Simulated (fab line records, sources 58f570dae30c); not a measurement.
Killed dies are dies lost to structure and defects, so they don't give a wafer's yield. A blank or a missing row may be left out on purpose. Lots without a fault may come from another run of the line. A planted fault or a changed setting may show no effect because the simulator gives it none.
One fault seen from 2 desks | flow berkeley_cmos170 | each desk has only its own numbers; what lay behind them comes last

THE TOOL OWNER'S DESK: krf_scanner-01
The tool's own readings at UCB170_V1_EXPOSE_09 (exposes mask VIA1, target cd 700 nm): means of the sampled wafers that have a number, for each lot that ran on this tool. A lot is out of limits, marked OUT, if its mean lies more than 4 standard deviations from the usual mean; the brackets give that distance.
Columns: A = exposure_dose_mJ_cm2 at UCB170_V1_EXPOSE_09, usual 37.00
lot  | first seen here | A
L886 | day 7 12:23     | 37.02
L889 | day 8 10:56     | 36.97
L891 | day 8 11:04     | 37.02
L893 | day 9 11:33     | 36.92
L895 | day 9 21:25     | 41.15 (+99 or more) OUT
L894 | day 9 21:32     | 41.13 (+99 or more) OUT
L898 | day 10 09:32    | 39.66 (+74) OUT
This desk's finding: out of limits on L894, L895, L898; first on L895, day 9 21:25 (exposure_dose_mJ_cm2 at UCB170_V1_EXPOSE_09). In limits: L886, L889, L891, L893.

THE METROLOGY DESK
What the gauges read, lot by lot, whatever tool the lot ran on: means of the sampled wafers that have a number. A lot is out of limits, marked OUT, if its mean lies more than 4 standard deviations from the usual mean; the brackets give that distance.
Columns: A = cd_nm at UCB170_V1_CD_MEAS_12, usual 699.6 nm
lot  | first seen here | A
L885 | day 6 23:41     | 700.8
L887 | day 7 12:31     | 699.4
L886 | day 7 12:46     | 699.3
L888 | day 8 01:25     | 698.8
L889 | day 8 11:23     | 698.5
L891 | day 8 11:32     | 700.5
L890 | day 8 11:41     | 699.4
L892 | day 9 05:44     | 701.1
L893 | day 9 12:11     | 700.0
L895 | day 9 22:02     | 717.6 (+14) OUT
L894 | day 9 22:13     | 718.0 (+14) OUT
L898 | day 10 10:01    | 714.8 (+12) OUT
L903 | day 11 01:20    | 699.1
L906 | day 12 01:01    | 698.6
L908 | day 12 05:22    | 697.9
This desk's finding: out of limits on L894, L895, L898; first on L895, day 9 22:02 (cd_nm at UCB170_V1_CD_MEAS_12). In limits: L885, L887, L886, L888, L889, L891, L890, L892, L893, L903, L906, L908.

PUT TOGETHER
The tool owner's desk could have raised an alarm at day 9 21:25, on L894, L895, L898.
The metrology desk could have raised an alarm at day 9 22:02, on L894, L895, L898.
Of the lots named, all ran UCB170_V1_EXPOSE_09 on krf_scanner-01.

WHAT THE SIMULATOR HAD PUT IN
Process parameter drift: krf_scanner-01, from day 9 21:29 on, at UCB170_V1_EXPOSE_09. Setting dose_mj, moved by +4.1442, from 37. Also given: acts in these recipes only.
Lots struck among those shown: L894, L895, L898.
